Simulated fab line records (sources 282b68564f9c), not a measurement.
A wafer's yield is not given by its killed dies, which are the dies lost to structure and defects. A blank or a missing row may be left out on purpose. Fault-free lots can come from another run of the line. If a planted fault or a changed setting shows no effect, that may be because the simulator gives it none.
fab line records	flow rit_cmos
record: lots: 15	wafers: 45	last_day: 7
route steps=202 shown ACTIVE@16 PLDD@117 NLDD@160 CONTACT@177 M1@202
lots with no fault: from the same line, run without faults
start_h: hours from the record's opening day to when the first of the lot's shown wafers began	wait_h: time in hours since the lot's previous step	" unchanged from the row above	L1.1+2: a single row standing in for several wafers	- no value present, or no start provided	* or withheld: withheld	< > ~ a bound
route shown NAME@n: NAME is a module with steps in the file, n the number in the route of the first one	usual: the fault-free wafers' mean and standard deviation	same: alike in all rows	chamber/n: place in a boat	sites: each site's reading	_std_site: their standard deviation	_edge_site: the outer-site mean with the inner-site mean subtracted	radius_mm: for every site, how far away it sits from the centre of the wafer	mask NAME#n: copy n	behind: the tool/chamber that last shaped the wafer	hold: why the lot was held/for how many hours/how that ended	device: which transistor (n, p or np) failed to switch	end of line: the same wafers' tests at the end of the route	a step with no rows: only its recipe	killed: dies lost to structure and defects at the first sort, not the wafer's yield	map: dies across one wafer; x = killed, . = not, _ = none there
set.NAME: setting as actually run; set.NAME@STEP: the setting as run at that earlier step	model.NAME: the simulator's own value behind a step, which no gauge read
a sample of lots followed through the steps of the route, with each step as a table and each wafer as a row
services: the hour from which a tool's chamber was out of use, counted from the record's first day as start_h (under 0 if before that day), plus the number of hours and why
== steps ==
step: RIT_ACTIVE_CD_MEAS_90
recipe: target_cd_nm: 1400
usual: cd_nm: 1400.3/2.3
lot.wafer	tool	chamber	start_h	wait_h	cd_nm
L575.4	cd_sem-01	-	16.89	0.1	1400.8
L575.5	"	-	"	"	1402.6
L575.6	"	-	"	"	1400.9
L576.2	cd_sem-02	-	22.09	0.1	1403.8
L576.5	"	-	"	"	1404.2
L576.6	"	-	"	"	1403.3
L577.1	cd_sem-01	-	26.43	0.1	1396.8
L577.2	"	-	"	"	1397.7
L577.4	"	-	"	"	1397.0
L579.1	cd_sem-01	-	35.39	0.1	1400.8
L579.4	"	-	"	"	1400.1
L579.5	"	-	"	"	1400.8
L580.2	cd_sem-02	-	40.63	0.1	1400.4
L580.3	"	-	"	"	1400.1
L580.4	"	-	"	"	1400.9
L583.1	cd_sem-02	-	55.28	0.2	1400.4
L583.3	"	-	"	"	1399.3
L583.6	"	-	"	"	1399.8
L584.2	cd_sem-02	-	62.28	0.1	1403.4
L584.5	"	-	"	"	1404.6
L584.6	"	-	"	"	1403.2
L585.1	cd_sem-02	-	66.81	0.1	1397.6
L585.3	"	-	"	"	1398.0
L585.4	"	-	"	"	1396.9
L587.1	cd_sem-01	-	76.02	0.1	1405.1
L587.3	"	-	"	"	1403.8
L587.5	"	-	"	"	1402.5
L589.3	cd_sem-02	-	85.50	0.1	1399.8
L589.4	"	-	"	"	1399.0
L589.5	"	-	"	"	1400.0
L590.2	cd_sem-01	-	90.05	0.1	1401.1
L590.3	"	-	"	"	1398.0
L590.4	"	-	"	"	1398.0
L591.1	cd_sem-02	-	96.59	0.1	1397.9
L591.2	"	-	"	"	1398.7
L591.6	"	-	"	"	1396.6
L592.1	cd_sem-02	-	101.28	0.1	1402.4
L592.2	"	-	"	"	1399.4
L592.5	"	-	"	"	1402.7
L595.2	cd_sem-02	-	115.55	0.1	1400.3
L595.4	"	-	"	"	1401.3
L595.5	"	-	"	"	1401.2
L598.1	cd_sem-01	-	130.87	0.1	1397.8
L598.3	"	-	"	"	1399.9
L598.4	"	-	"	"	1399.1
step: RIT_PLDD_EXPOSE_03
recipe: mask_id: M8	na: 0.57	target_cd_nm: 40900	dose_mj: 250
lot.wafer	tool	chamber	start_h	wait_h	mask
L575.4+5+6	iline_stepper-01	0	49.15	0.2	M8#0
L576.2+5+6	iline_stepper-01	0	55.98	0.1	M8#0
L577.1+2+4	iline_stepper-01	0	59.13	0.1	M8#0
L579.1+4+5	iline_stepper-02	0	71.27	0.2	M8#0
L580.2+3+4	iline_stepper-01	0	73.87	0.2	M8#0
L583.1+3+6	iline_stepper-02	0	88.06	0.2	M8#0
L584.2+5+6	iline_stepper-01	0	95.46	0.2	M8#0
L585.1+3+4	iline_stepper-02	0	98.48	0.2	M8#0
L587.1+3+5	iline_stepper-02	0	107.52	0.2	M8#0
L589.3+4+5	iline_stepper-01	0	117.03	0.2	M8#0
L590.2+3+4	iline_stepper-01	0	122.95	0.1	M8#0
L591.1+2+6	iline_stepper-01	0	127.09	0.1	M8#0
L592.1+2+5	iline_stepper-01	0	129.72	0.1	M8#0
L595.2+4+5	iline_stepper-01	0	148.33	0.2	M8#0
L598.1+3+4	iline_stepper-01	0	162.92	0.2	M8#0
step: RIT_PLDD_OVL_MEAS_06
usual: PLDD_OVL: -0.8/1.5
lot.wafer	tool	chamber	start_h	wait_h	PLDD_OVL[nm]
L575.4	overlay-02	-	49.51	-	-2.5
L575.5	"	-	"	"	-3.6
L575.6	"	-	"	"	-2.6
L576.2	overlay-01	-	56.36	-	-4.2
L576.5	"	-	"	"	-4.1
L576.6	"	-	"	"	-1.8
L577.1	overlay-02	-	59.53	-	-2.0
L577.2	"	-	"	"	-2.7
L577.4	"	-	"	"	-1.5
L579.1	overlay-02	-	71.67	-	0.0
L579.4	"	-	"	"	0.0
L579.5	"	-	"	"	1.3
L580.2	overlay-02	-	74.26	-	0.8
L580.3	"	-	"	"	0.3
L580.4	"	-	"	"	-0.6
L583.1	overlay-01	-	88.46	-	-
L583.3	"	-	"	"	-
L583.6	"	-	"	"	-
L584.2	overlay-01	-	95.84	-	-0.3
L584.5	"	-	"	"	-1.3
L584.6	"	-	"	"	0.0
L585.1	overlay-01	-	98.88	-	-
L585.3	"	-	"	"	-
L585.4	"	-	"	"	-
L587.1	overlay-01	-	107.92	-	-
L587.3	"	-	"	"	-
L587.5	"	-	"	"	-
L589.3	overlay-01	-	117.40	-	-1.7
L589.4	"	-	"	"	-2.0
L589.5	"	-	"	"	-1.9
L590.2	overlay-01	-	123.34	-	-1.6
L590.3	"	-	"	"	-0.1
L590.4	"	-	"	"	-3.1
L591.1	overlay-02	-	127.57	-	0.6
L591.2	"	-	"	"	-0.5
L591.6	"	-	"	"	0.2
L592.1	overlay-02	-	130.12	-	0.4
L592.2	"	-	"	"	0.4
L592.5	"	-	"	"	2.1
L595.2	overlay-02	-	148.89	-	-2.2
L595.4	"	-	"	"	-1.9
L595.5	"	-	"	"	-1.9
L598.1	overlay-01	-	163.32	-	-0.8
L598.3	"	-	"	"	-1.8
L598.4	"	-	"	"	-1.5
step: RIT_SDANNEAL_RS_MEAS_07
recipe: thk_meas_gauge: four-point-probe
usual: NLDD_RS: 151.5/0.53
lot.wafer	tool	chamber	start_h	wait_h	NLDD_RS[ohm/sq]
L575.4	film_metro-02	-	57.85	0.1	151.5
L575.5	"	-	"	"	151.6
L575.6	"	-	"	"	151.7
L576.2	film_metro-04	-	63.34	0.1	151.3
L576.5	"	-	"	"	151.3
L576.6	"	-	"	"	151.6
L577.1	film_metro-02	-	67.26	0.1	150.8
L577.2	"	-	"	"	151.6
L577.4	"	-	"	"	151.1
L579.1	film_metro-04	-	78.51	0.1	152.3
L579.4	"	-	"	"	152.7
L579.5	"	-	"	"	151.7
L580.2	film_metro-03	-	80.97	0.1	151.9
L580.3	"	-	"	"	151.7
L580.4	"	-	"	"	151.4
L583.1	film_metro-03	-	95.15	0.1	151.6
L583.3	"	-	"	"	151.2
L583.6	"	-	"	"	151.4
L584.2	film_metro-04	-	102.94	0.1	151.7
L584.5	"	-	"	"	152.0
L584.6	"	-	"	"	152.0
L585.1	film_metro-03	-	105.92	0.1	151.7
L585.3	"	-	"	"	151.8
L585.4	"	-	"	"	151.9
L587.1	film_metro-04	-	115.20	0.1	151.8
L587.3	"	-	"	"	152.0
L587.5	"	-	"	"	151.9
L589.3	film_metro-04	-	125.31	0.1	151.6
L589.4	"	-	"	"	151.4
L589.5	"	-	"	"	151.1
L590.2	film_metro-04	-	130.17	0.1	151.6
L590.3	"	-	"	"	151.3
L590.4	"	-	"	"	151.2
L591.1	film_metro-03	-	136.22	0.1	150.5
L591.2	"	-	"	"	151.0
L591.6	"	-	"	"	151.2
L592.1	film_metro-03	-	137.37	0.1	151.4
L592.2	"	-	"	"	151.5
L592.5	"	-	"	"	151.0
L595.2	film_metro-03	-	156.02	0.1	150.8
L595.4	"	-	"	"	151.6
L595.5	"	-	"	"	151.5
L598.1	film_metro-04	-	170.17	0.1	150.7
L598.3	"	-	"	"	150.5
L598.4	"	-	"	"	151.0
step: RIT_CONTACT_OVL_MEAS_09
usual: CONTACT_OVL: -0.8/1.4
lot.wafer	tool	chamber	start_h	wait_h	CONTACT_OVL[nm]
L575.4	overlay-02	-	59.91	0.1	-1.5
L575.5	"	-	"	"	-1.5
L575.6	"	-	"	"	-2.1
L576.2	overlay-01	-	65.49	0.1	0.5
L576.5	"	-	"	"	-0.6
L576.6	"	-	"	"	0.4
L577.1	overlay-02	-	69.10	0.1	0.4
L577.2	"	-	"	"	2.6
L577.4	"	-	"	"	-0.6
L579.1	overlay-02	-	80.47	0.1	0.8
L579.4	"	-	"	"	-0.1
L579.5	"	-	"	"	1.2
L580.2	overlay-02	-	82.97	0.1	-0.3
L580.3	"	-	"	"	-1.1
L580.4	"	-	"	"	-1.0
L583.1	overlay-02	-	97.11	0.1	0.6
L583.3	"	-	"	"	-0.8
L583.6	"	-	"	"	0.1
L584.2	overlay-02	-	104.89	0.1	-1.8
L584.5	"	-	"	"	-2.1
L584.6	"	-	"	"	-1.4
L585.1	overlay-01	-	107.88	0.1	0.7
L585.3	"	-	"	"	-0.7
L585.4	"	-	"	"	-0.2
L587.1	overlay-01	-	117.21	0.1	0.5
L587.3	"	-	"	"	-0.4
L587.5	"	-	"	"	0.6
L589.3	overlay-01	-	127.12	0.1	-1.6
L589.4	"	-	"	"	-0.8
L589.5	"	-	"	"	-3.0
L590.2	overlay-02	-	131.99	0.1	-0.4
L590.3	"	-	"	"	0.0
L590.4	"	-	"	"	-0.5
L591.1	overlay-02	-	138.05	0.1	-2.4
L591.2	"	-	"	"	-3.4
L591.6	"	-	"	"	0.1
L592.1	overlay-02	-	139.20	0.1	0.7
L592.2	"	-	"	"	1.6
L592.5	"	-	"	"	-1.4
L595.2	overlay-01	-	158.05	0.1	1.0
L595.4	"	-	"	"	-0.9
L595.5	"	-	"	"	-1.1
L598.1	overlay-02	-	172.33	0.1	-1.0
L598.3	"	-	"	"	0.3
L598.4	"	-	"	"	-1.1
step: RIT_M1_PROBE_99
usual: killed_at_M0_to_M3: 0.0/0.12	killed_at_contacts: 0.1/0.27	killed_at_front_end: 7/3.1	killed_dies: 7/3.1	killed_on_rim: 1.8/1.5	killed_open: 3.3/2.1	killed_short: 3.5/2
same: gross_dies: 264	killed_at_M4_up: 0	killed_at_back_side: 0	killed_at_other: 0
lot.wafer	tool	chamber	start_h	wait_h	killed_at_M0_to_M3	killed_at_contacts	killed_at_front_end	killed_dies	killed_on_rim	killed_open	killed_short
L576.2	prober-01	-	70.90	0.1	0	1	5	6	0	3	3
L576.5	prober-01	-	71.05	0.2	0	0	8	8	1	5	3
L576.6	prober-01	-	71.10	0.2	0	0	6	6	1	4	2
L577.1	prober-02	-	74.29	0.1	0	0	11	11	4	5	6
L577.2	prober-02	-	74.34	0.1	0	0	7	7	1	3	4
L577.4	prober-02	-	74.44	0.2	1	0	4	5	0	4	1
L580.2	prober-01	-	88.09	0.1	0	0	0	0	0	0	0
L580.3	prober-01	-	88.14	0.2	0	1	5	6	2	2	3
L580.4	prober-01	-	88.19	0.2	0	1	4	5	1	2	2
L583.1	prober-02	-	102.31	0.1	0	0	264	264	70	5	4
L583.3	prober-02	-	102.41	0.2	0	0	264	264	70	3	4
L583.6	prober-02	-	102.56	0.2	0	0	264	264	70	4	6
L585.1	prober-02	-	113.07	0.1	0	0	264	264	70	2	2
L585.3	prober-02	-	113.17	0.2	0	0	264	264	70	2	1
L585.4	prober-02	-	113.22	0.2	0	0	264	264	70	1	3
L587.1	prober-02	-	122.32	0.1	0	1	263	264	70	3	5
L587.3	prober-02	-	122.42	0.2	0	0	264	264	70	6	2
L587.5	prober-02	-	122.52	0.2	0	0	264	264	70	4	3
L589.3	prober-02	-	132.37	0.2	0	0	6	6	1	3	3
L589.4	prober-02	-	132.42	0.2	0	0	9	9	2	4	5
L589.5	prober-02	-	132.47	0.2	0	1	10	11	4	5	6
L592.1	prober-01	-	144.73	0.1	0	0	7	7	3	5	2
L592.2	prober-01	-	144.78	0.1	0	0	7	7	1	3	4
L592.5	prober-01	-	144.93	0.2	0	0	8	8	3	2	6
L598.1	prober-02	-	177.49	0.1	0	0	6	6	2	4	2
L598.3	prober-02	-	177.59	0.2	0	0	4	4	0	3	1
L598.4	prober-02	-	177.64	0.2	0	0	10	10	4	3	7
killed by level:class
L576.2 FOX1:geometric_particle:short=1 FOX2:geometric_particle:open=1 GATE:geometric_particle:open=1 SILICIDE:geometric_particle:short=1 SILICIDE:geometric_particle:open=1 CONTACT:geometric_particle:short=1
L576.5 GATE:geometric_particle:open=4 GATE:geometric_particle:short=2 SILICIDE:geometric_particle:short=1 SILICIDE:geometric_particle:open=1
L576.6 SILICIDE:geometric_particle:open=2 SILICIDE:geometric_particle:short=1 GATE:geometric_particle:open=1 REOX:geometric_particle:short=1 SPACER:geometric_particle:open=1
L577.1 FOX1:geometric_particle:short=2 GATE:geometric_particle:short=2 GATE:geometric_particle:open=2 SPACER:geometric_particle:short=2 FOX1:geometric_particle:open=1 REOX:geometric_particle:open=1 SPACER:geometric_particle:open=1
L577.2 FOX1:geometric_particle:short=3 FOX1:geometric_particle:open=2 GATE:geometric_particle:open=1 SPACER:geometric_particle:short=1
L577.4 REOX:geometric_particle:open=3 GATE:geometric_particle:open=1 M1:geometric_particle:short=1
L580.3 GATE:geometric_particle:short=2 FOX1:geometric_particle:short=1 FOX1:geometric_particle:open=1 SILICIDE:geometric_particle:open=1 CONTACT:coat_microbubble_printed=1
L580.4 GATE:geometric_particle:open=1 REOX:geometric_particle:open=1 SPACER:geometric_particle:short=1 SILICIDE:geometric_particle:short=1 CONTACT:coat_microbubble_printed=1
L583.1 PLDD:overlay=255 GATE:geometric_particle:short=3 REOX:geometric_particle:open=2 FOX2:geometric_particle:open=1 REOX:geometric_particle:short=1 SPACER:geometric_particle:open=1 SILICIDE:geometric_particle:open=1
L583.3 PLDD:overlay=257 FOX1:geometric_particle:short=3 REOX:geometric_particle:open=2 FOX1:geometric_particle:open=1 SPACER:geometric_particle:short=1
L583.6 PLDD:overlay=254 FOX1:geometric_particle:short=3 SPACER:geometric_particle:open=2 FOX1:geometric_particle:open=1 GATE:geometric_particle:open=1 GATE:geometric_particle:short=1 REOX:geometric_particle:short=1 SPACER:geometric_particle:short=1
L585.1 PLDD:overlay=259 FOX2:geometric_particle:open=1 GATE:geometric_particle:short=1 REOX:geometric_particle:short=1 SILICIDE:geometric_particle:open=1 NRETRO:coat_microbubble_printed=1
L585.3 PLDD:overlay=261 FOX1:geometric_particle:short=1 REOX:geometric_particle:open=1 SILICIDE:geometric_particle:open=1
L585.4 PLDD:overlay=260 GATE:geometric_particle:short=2 GATE:geometric_particle:open=1 SPACER:geometric_particle:short=1
L587.1 PLDD:overlay=256 ACTIVE:geometric_particle:open=1 FOX1:geometric_particle:short=1 FOX2:geometric_particle:open=1 GATE:geometric_particle:short=1 SPACER:geometric_particle:short=1 SILICIDE:geometric_particle:short=1 SILICIDE:geometric_particle:open=1
L587.3 PLDD:overlay=256 SPACER:geometric_particle:open=3 FOX1:geometric_particle:open=1 GATE:geometric_particle:open=1 SPACER:geometric_particle:short=1 SILICIDE:geometric_particle:open=1 SILICIDE:geometric_particle:short=1
L587.5 PLDD:overlay=257 SILICIDE:geometric_particle:open=3 REOX:geometric_particle:short=2 FOX2:geometric_particle:short=1 FOX2:geometric_particle:open=1
L589.3 GATE:geometric_particle:open=2 FOX1:geometric_particle:short=1 FOX1:geometric_particle:open=1 GATE:geometric_particle:short=1 SPACER:geometric_particle:short=1
L589.4 FOX2:geometric_particle:short=2 GATE:geometric_particle:short=2 GATE:geometric_particle:open=2 SILICIDE:geometric_particle:open=2 FOX1:geometric_particle:short=1
L589.5 GATE:geometric_particle:open=2 GATE:geometric_particle:short=2 SILICIDE:geometric_particle:open=2 REOX:geometric_particle:short=1 REOX:geometric_particle:open=1 SPACER:geometric_particle:short=1 SILICIDE:geometric_particle:short=1 CONTACT:geometric_particle:short=1
L592.1 GATE:geometric_particle:open=3 FOX1:geometric_particle:short=1 FOX1:geometric_particle:open=1 FOX2:geometric_particle:short=1 FOX2:geometric_particle:open=1
L592.2 GATE:geometric_particle:short=4 FOX1:geometric_particle:open=2 GATE:geometric_particle:open=1
L592.5 GATE:geometric_particle:short=3 REOX:geometric_particle:short=3 GATE:geometric_particle:open=2
L598.1 FOX2:geometric_particle:short=2 GATE:geometric_particle:open=2 FOX1:geometric_particle:open=1 SILICIDE:geometric_particle:open=1
L598.3 FOX1:geometric_particle:open=1 FOX2:geometric_particle:open=1 GATE:geometric_particle:short=1 REOX:geometric_particle:open=1
L598.4 GATE:geometric_particle:short=3 GATE:geometric_particle:open=2 SPACER:geometric_particle:short=2 FOX1:geometric_particle:short=1 SILICIDE:geometric_particle:short=1 SILICIDE:geometric_particle:open=1
== services ==
tool	chamber	start_h	hours	kind
iline_stepper-02	-	43.19	4.4	pm
iline_stepper-02	0	70.03	-	calibration
iline_stepper-02	-	72.64	1.7	pm
iline_stepper-01	0	104.89	-	calibration
iline_stepper-01	-	135.43	2.4	repair
iline_stepper-01	-	137.80	1.7	pm
== key ==
first_sign: step: RIT_PLDD_OVL_MEAS_06	reading: PLDD_OVL	direction: missing
effect: step: RIT_M1_PROBE_99	reading: killed_dies	direction: up	sigmas: 83	usual: 7	struck: 264
more_kills_born_at: RIT_PLDD_EXPOSE_03@iline_stepper-02: 2315
met_at RIT_PLDD_EXPOSE_03
struck_lots L583,L585,L587
tester_left_out L583,L585,L587
not_acting_at RIT_ACTIVE_CD_MEAS_90,RIT_SDANNEAL_RS_MEAS_07,RIT_CONTACT_OVL_MEAS_09
onset_between 71.27 88.06
fault: kind: scanner_matching_overlay	tool: iline_stepper-02	chamber: -	onset_h: 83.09	steps: RIT_PLDD_EXPOSE_03	offset: 6339.5
tester_left_out: of these lots the tester's yield and bins aren't shown, on N5 and GAA mostly nor the transistor test; their killed dies are dies lost to structure and defects alone, not to doping, threshold or leakage, so they don't give the yield
